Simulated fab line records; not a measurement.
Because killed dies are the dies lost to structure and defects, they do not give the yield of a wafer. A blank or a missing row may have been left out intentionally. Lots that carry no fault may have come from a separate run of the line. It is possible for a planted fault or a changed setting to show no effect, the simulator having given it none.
Which tool was responsible? || flow ritCmos || Sampling: 12 lots, 36 wafers, 7 of 202 route steps

== WHAT THE GAUGES SHOWED, per wafer ==
RIT_GATE_CD_MEAS_16 targets a cd of 150 nm. Usual: cdNm reads 150.6 nm (standard deviation 2.5).
{"lot": "L609", "measured": "day 2 14:25", "on": "cdSem-01", "cdNm (nm)": "150.4 150.1 151.0", "flag": ""}
{"lot": "L610", "measured": "day 2 23:48", "on": "cdSem-01", "cdNm (nm)": "153.2 153.5 152.0", "flag": ""}
{"lot": "L611", "measured": "day 3 03:39", "on": "cdSem-01", "cdNm (nm)": "144.6 146.8 145.6", "flag": ""}
{"lot": "L612", "measured": "day 3 07:18", "on": "cdSem-01", "cdNm (nm)": "146.3 148.8 149.1", "flag": ""}
{"lot": "L613", "measured": "day 3 12:04", "on": "cdSem-01", "cdNm (nm)": "153.0 151.7 153.5", "flag": ""}
{"lot": "L620", "measured": "day 4 20:40", "on": "cdSem-01", "cdNm (nm)": "151.0 151.8 151.4", "flag": ""}
{"lot": "L623", "measured": "day 5 10:13", "on": "cdSem-02", "cdNm (nm)": "151.9 150.8 154.4", "flag": ""}
{"lot": "L625", "measured": "day 5 21:51", "on": "cdSem-02", "cdNm (nm)": "149.2 151.9 150.4", "flag": ""}
{"lot": "L627", "measured": "day 6 10:38", "on": "cdSem-01", "cdNm (nm)": "154.0 151.9 151.9", "flag": ""}
{"lot": "L629", "measured": "day 6 20:54", "on": "cdSem-02", "cdNm (nm)": "150.5 153.1 150.2", "flag": ""}
{"lot": "L630", "measured": "day 7 01:18", "on": "cdSem-01", "cdNm (nm)": "148.5 149.1 149.7", "flag": ""}
{"lot": "L632", "measured": "day 7 09:53", "on": "cdSem-01", "cdNm (nm)": "150.6 149.3 151.3", "flag": ""}

RIT_PLDD_TW_MEAS_10. Usual: PLDD_TW gives 2361 (standard deviation 30).
{"lot": "L609", "measured": "day 2 20:53", "on": "filmMetro-04", "PLDD_TW": "2379 2366 2363", "flag": ""}
{"lot": "L610", "measured": "day 3 06:28", "on": "filmMetro-03", "PLDD_TW": "2305 2302 2308", "flag": ""}
{"lot": "L611", "measured": "day 3 10:23", "on": "filmMetro-02", "PLDD_TW": "2378 2386 2381", "flag": ""}
{"lot": "L612", "measured": "day 3 15:07", "on": "filmMetro-02", "PLDD_TW": "2375 2373 2380", "flag": ""}
{"lot": "L613", "measured": "day 3 19:22", "on": "filmMetro-02", "PLDD_TW": "2375 2382 2376", "flag": ""}
{"lot": "L620", "measured": "day 5 04:35", "on": "filmMetro-04", "PLDD_TW": "2370 2369 2356", "flag": ""}
{"lot": "L623", "measured": "day 5 17:57", "on": "filmMetro-04", "PLDD_TW": "2378 2374 2374", "flag": ""}
{"lot": "L625", "measured": "day 6 05:32", "on": "filmMetro-04", "PLDD_TW": "2380 2373 2368", "flag": ""}
{"lot": "L627", "measured": "day 6 17:22", "on": "filmMetro-03", "PLDD_TW": "2293 2296 2298", "flag": ""}
{"lot": "L629", "measured": "day 7 03:47", "on": "filmMetro-04", "PLDD_TW": "2374 2381 2382", "flag": ""}
{"lot": "L630", "measured": "day 7 08:34", "on": "filmMetro-02", "PLDD_TW": "2370 2380 2368", "flag": ""}
{"lot": "L632", "measured": "day 7 18:26", "on": "filmMetro-04", "PLDD_TW": "2375 2365 2366", "flag": ""}

RIT_M1_RS_MEAS_01: measures by four-point-probe. Usual: M1_AL_RS gives 0.0732 ohm/sq (standard deviation 0.00065).
{"lot": "L609", "measured": "day 3 07:11", "on": "filmMetro-03", "M1_AL_RS (ohm/sq)": "0.0735 0.0738 0.0738", "flag": ""}
{"lot": "L610", "measured": "day 3 15:50", "on": "filmMetro-03", "M1_AL_RS (ohm/sq)": "0.0737 0.0736 0.0737", "flag": ""}
{"lot": "L611", "measured": "day 3 20:21", "on": "filmMetro-03", "M1_AL_RS (ohm/sq)": "0.0732 0.0727 0.0729", "flag": ""}
{"lot": "L612", "measured": "day 4 00:39", "on": "filmMetro-02", "M1_AL_RS (ohm/sq)": "0.0745 0.0742 0.0741", "flag": ""}
{"lot": "L613", "measured": "day 4 05:13", "on": "filmMetro-04", "M1_AL_RS (ohm/sq)": "0.0738 0.0745 0.0740", "flag": ""}
{"lot": "L620", "measured": "day 5 15:30", "on": "filmMetro-03", "M1_AL_RS (ohm/sq)": "0.0722 0.0795 0.0804", "flag": "OFF"}
{"lot": "L623", "measured": "day 6 03:46", "on": "filmMetro-04", "M1_AL_RS (ohm/sq)": "0.0722 0.0728 0.0723", "flag": ""}
{"lot": "L625", "measured": "day 6 15:23", "on": "filmMetro-03", "M1_AL_RS (ohm/sq)": "0.0729 0.0727 0.0723", "flag": ""}
{"lot": "L627", "measured": "day 7 02:58", "on": "filmMetro-04", "M1_AL_RS (ohm/sq)": "0.0736 0.0733 0.0730", "flag": ""}
{"lot": "L629", "measured": "day 7 13:55", "on": "filmMetro-02", "M1_AL_RS (ohm/sq)": "0.0732 0.0721 0.0732", "flag": ""}
{"lot": "L630", "measured": "day 7 18:19", "on": "filmMetro-02", "M1_AL_RS (ohm/sq)": "0.0748 0.0733 0.0738", "flag": ""}
{"lot": "L632", "measured": "day 8 05:27", "on": "filmMetro-03", "M1_AL_RS (ohm/sq)": "0.0740 0.0724 0.0737", "flag": ""}

RIT_M1_THK_MEAS_02: measures by xrf. Usual: M1_AL_THK gives 401 nm (standard deviation 4).
{"lot": "L609", "measured": "day 3 07:19", "on": "filmMetro-03", "M1_AL_THK (nm)": "399 397 398", "flag": ""}
{"lot": "L610", "measured": "day 3 15:58", "on": "filmMetro-03", "M1_AL_THK (nm)": "400 398 398", "flag": ""}
{"lot": "L611", "measured": "day 3 20:28", "on": "filmMetro-03", "M1_AL_THK (nm)": "400 405 403", "flag": ""}
{"lot": "L612", "measured": "day 4 00:46", "on": "filmMetro-02", "M1_AL_THK (nm)": "395 396 396", "flag": ""}
{"lot": "L613", "measured": "day 4 05:20", "on": "filmMetro-04", "M1_AL_THK (nm)": "400 393 398", "flag": ""}
{"lot": "L620", "measured": "day 5 15:37", "on": "filmMetro-03", "M1_AL_THK (nm)": "403 367 365", "flag": "OFF"}
{"lot": "L623", "measured": "day 6 03:53", "on": "filmMetro-04", "M1_AL_THK (nm)": "408 402 408", "flag": ""}
{"lot": "L625", "measured": "day 6 15:30", "on": "filmMetro-03", "M1_AL_THK (nm)": "399 401 405", "flag": ""}
{"lot": "L627", "measured": "day 7 03:05", "on": "filmMetro-04", "M1_AL_THK (nm)": "400 400 404", "flag": ""}
{"lot": "L629", "measured": "day 7 14:02", "on": "filmMetro-02", "M1_AL_THK (nm)": "404 407 405", "flag": ""}
{"lot": "L630", "measured": "day 7 18:26", "on": "filmMetro-02", "M1_AL_THK (nm)": "395 406 402", "flag": ""}
{"lot": "L632", "measured": "day 8 05:34", "on": "filmMetro-03", "M1_AL_THK (nm)": "392 401 393", "flag": ""}

RIT_M1_BOW_MEAS_16. Usual: M1_BOW gives 17 um (standard deviation 6.4).
{"lot": "L609", "measured": "day 3 10:56", "on": "filmMetro-04", "M1_BOW (um)": "10 20 16", "flag": ""}
{"lot": "L610", "measured": "day 3 19:38", "on": "filmMetro-02", "M1_BOW (um)": "24 17 22", "flag": ""}
{"lot": "L611", "measured": "day 4 00:05", "on": "filmMetro-04", "M1_BOW (um)": "23 7 21", "flag": ""}
{"lot": "L612", "measured": "day 4 04:15", "on": "filmMetro-02", "M1_BOW (um)": "5 16 15", "flag": ""}
{"lot": "L613", "measured": "day 4 08:57", "on": "filmMetro-04", "M1_BOW (um)": "15 19 22", "flag": ""}
{"lot": "L620", "measured": "day 5 19:24", "on": "filmMetro-02", "M1_BOW (um)": "6 29 21", "flag": ""}
{"lot": "L623", "measured": "day 6 07:30", "on": "filmMetro-03", "M1_BOW (um)": "13 21 17", "flag": ""}
{"lot": "L625", "measured": "day 6 19:08", "on": "filmMetro-03", "M1_BOW (um)": "16 20 26", "flag": ""}
{"lot": "L627", "measured": "day 7 06:34", "on": "filmMetro-04", "M1_BOW (um)": "14 14 15", "flag": ""}
{"lot": "L629", "measured": "day 7 17:43", "on": "filmMetro-04", "M1_BOW (um)": "4 27 13", "flag": ""}
{"lot": "L630", "measured": "day 7 21:54", "on": "filmMetro-03", "M1_BOW (um)": "12 31 11", "flag": ""}
{"lot": "L632", "measured": "day 8 09:04", "on": "filmMetro-04", "M1_BOW (um)": "18 19 30", "flag": ""}

== WHICH TOOL RAN EACH LOT (tool, then ch and the chambers of the sampled wafers, then the start) ==
{"lot": "L609", "RIT_M1_SPUTTER_00": "pvdSputter-04, day 3 06:54", "RIT_M1_METAL_ETCH_12": "rieMetal-03 ch 0,1, day 3 08:47"}
{"lot": "L610", "RIT_M1_SPUTTER_00": "pvdSputter-01, day 3 15:33", "RIT_M1_METAL_ETCH_12": "rieMetal-01 ch 0,1, day 3 17:30"}
{"lot": "L611", "RIT_M1_SPUTTER_00": "pvdSputter-04, day 3 20:04", "RIT_M1_METAL_ETCH_12": "rieMetal-02 ch 0,1, day 3 21:56"}
{"lot": "L612", "RIT_M1_SPUTTER_00": "pvdSputter-01, day 4 00:20", "RIT_M1_METAL_ETCH_12": "rieMetal-03 ch 0,1, day 4 02:05"}
{"lot": "L613", "RIT_M1_SPUTTER_00": "pvdSputter-04, day 4 04:55", "RIT_M1_METAL_ETCH_12": "rieMetal-01 ch 0,1, day 4 06:49"}
{"lot": "L620", "RIT_M1_SPUTTER_00": "pvdSputter-01, day 5 15:13", "RIT_M1_METAL_ETCH_12": "rieMetal-02 ch 1, day 5 17:05"}
{"lot": "L623", "RIT_M1_SPUTTER_00": "pvdSputter-04, day 6 03:28", "RIT_M1_METAL_ETCH_12": "rieMetal-02 ch 0, day 6 05:21"}
{"lot": "L625", "RIT_M1_SPUTTER_00": "pvdSputter-04, day 6 15:05", "RIT_M1_METAL_ETCH_12": "rieMetal-01 ch 0,1, day 6 16:59"}
{"lot": "L627", "RIT_M1_SPUTTER_00": "pvdSputter-04, day 7 02:40", "RIT_M1_METAL_ETCH_12": "rieMetal-01 ch 0,1, day 7 04:26"}
{"lot": "L629", "RIT_M1_SPUTTER_00": "pvdSputter-04, day 7 13:37", "RIT_M1_METAL_ETCH_12": "rieMetal-03 ch 0,1, day 7 15:23"}
{"lot": "L630", "RIT_M1_SPUTTER_00": "pvdSputter-04, day 7 18:01", "RIT_M1_METAL_ETCH_12": "rieMetal-01 ch 0,1, day 7 19:46"}
{"lot": "L632", "RIT_M1_SPUTTER_00": "pvdSputter-04, day 8 05:08", "RIT_M1_METAL_ETCH_12": "rieMetal-03 ch 0,1, day 8 06:54"}
- RIT_M1_SPUTTER_00: material Al, target thk 400 nm, time 500 s.
- RIT_M1_METAL_ETCH_12: etches Al in Cl2/BCl3, stops on SiO2, time 165 s, target depth 600 nm.

== AS READ BY THE TOOLS THEMSELVES (means over the sampled wafers that have a number; for cases with no such wafer, the mark the record gives instead) ==
RIT_M1_SPUTTER_00. Usual: throttleValvePct reads 30.4 % (standard deviation 1.2).
{"lot": "L609", "tool": "pvdSputter-04", "throttleValvePct (%)": 31.2, "flag": ""}
{"lot": "L610", "tool": "pvdSputter-01", "throttleValvePct (%)": 30.7, "flag": ""}
{"lot": "L611", "tool": "pvdSputter-04", "throttleValvePct (%)": 31.0, "flag": ""}
{"lot": "L612", "tool": "pvdSputter-01", "throttleValvePct (%)": 30.9, "flag": ""}
{"lot": "L613", "tool": "pvdSputter-04", "throttleValvePct (%)": 31.1, "flag": ""}
{"lot": "L620", "tool": "pvdSputter-01", "throttleValvePct (%)": 29.9, "flag": ""}
{"lot": "L623", "tool": "pvdSputter-04", "throttleValvePct (%)": 31.8, "flag": ""}
{"lot": "L625", "tool": "pvdSputter-04", "throttleValvePct (%)": 30.8, "flag": ""}
{"lot": "L627", "tool": "pvdSputter-04", "throttleValvePct (%)": 30.6, "flag": ""}
{"lot": "L629", "tool": "pvdSputter-04", "throttleValvePct (%)": 31.1, "flag": ""}
{"lot": "L630", "tool": "pvdSputter-04", "throttleValvePct (%)": 29.7, "flag": ""}
{"lot": "L632", "tool": "pvdSputter-04", "throttleValvePct (%)": 30.3, "flag": ""}

RIT_M1_METAL_ETCH_12. Usual: drypumpMotorCurrentA 5.5 A, standard deviation 0.53; oesProductAu 0.790 a.u., standard deviation 0.01; throttleValvePct 8.27 %, standard deviation 0.11.
{"lot": "L609", "tool": "rieMetal-03", "drypumpMotorCurrentA (A)": 5.3, "oesProductAu (a.u.)": 0.786, "throttleValvePct (%)": 8.38, "flag": ""}
{"lot": "L610", "tool": "rieMetal-01", "drypumpMotorCurrentA (A)": 5.4, "oesProductAu (a.u.)": 0.779, "throttleValvePct (%)": 8.20, "flag": ""}
{"lot": "L611", "tool": "rieMetal-02", "drypumpMotorCurrentA (A)": 5.3, "oesProductAu (a.u.)": 0.790, "throttleValvePct (%)": 8.16, "flag": ""}
{"lot": "L612", "tool": "rieMetal-03", "drypumpMotorCurrentA (A)": 5.3, "oesProductAu (a.u.)": 0.782, "throttleValvePct (%)": 8.39, "flag": ""}
{"lot": "L613", "tool": "rieMetal-01", "drypumpMotorCurrentA (A)": 5.4, "oesProductAu (a.u.)": 0.780, "throttleValvePct (%)": 8.21, "flag": ""}
{"lot": "L620", "tool": "rieMetal-02", "drypumpMotorCurrentA (A)": 4.9, "oesProductAu (a.u.)": 0.762, "throttleValvePct (%)": 8.14, "flag": ""}
{"lot": "L623", "tool": "rieMetal-02", "drypumpMotorCurrentA (A)": 6.0, "oesProductAu (a.u.)": 0.804, "throttleValvePct (%)": 8.20, "flag": ""}
{"lot": "L625", "tool": "rieMetal-01", "drypumpMotorCurrentA (A)": 5.8, "oesProductAu (a.u.)": 0.794, "throttleValvePct (%)": 8.26, "flag": ""}
{"lot": "L627", "tool": "rieMetal-01", "drypumpMotorCurrentA (A)": 5.4, "oesProductAu (a.u.)": 0.793, "throttleValvePct (%)": 8.19, "flag": ""}
{"lot": "L629", "tool": "rieMetal-03", "drypumpMotorCurrentA (A)": 5.3, "oesProductAu (a.u.)": 0.780, "throttleValvePct (%)": 8.38, "flag": ""}
{"lot": "L630", "tool": "rieMetal-01", "drypumpMotorCurrentA (A)": 5.8, "oesProductAu (a.u.)": 0.793, "throttleValvePct (%)": 8.26, "flag": ""}
{"lot": "L632", "tool": "rieMetal-03", "drypumpMotorCurrentA (A)": 5.6, "oesProductAu (a.u.)": 0.776, "throttleValvePct (%)": 8.41, "flag": ""}

== THE ANSWER, worked out from the rows above alone ==
Rule: take the mean of a lot's wafers that have a number; if it is more than 3 standard deviations from the usual mean, the lot is off. A lot without any number at a reading at which 4 lots or more have one is off too. All remaining lots with rows at the step are treated as sound. The gauges are gone through in route order, then the tools' own readings, and for those a lot's mean is taken as printed above. At the first step where some lot is off, the reading lying furthest off is the one used; lots without a number count as furthest.
Off: at RIT_M1_RS_MEAS_01 (M1_AL_RS), L620.
A tool fits if, at a process step before that reading, it ran every lot that is off, and no sound lot after the first of them. Gauges at RIT_M1_RS_MEAS_01: tried the same way as those tools. One candidate fits, namely pvdSputter-01 at RIT_M1_SPUTTER_00. Its last sound lot is L612 (day 4 00:20), its first lot that is off L620 (day 5 15:13): a fault that began between those two fits.

== WHAT THE SIMULATOR HAD INSERTED ==
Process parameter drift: pvdSputter-01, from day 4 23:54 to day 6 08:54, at RIT_M1_SPUTTER_00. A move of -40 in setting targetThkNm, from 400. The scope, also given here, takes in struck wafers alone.
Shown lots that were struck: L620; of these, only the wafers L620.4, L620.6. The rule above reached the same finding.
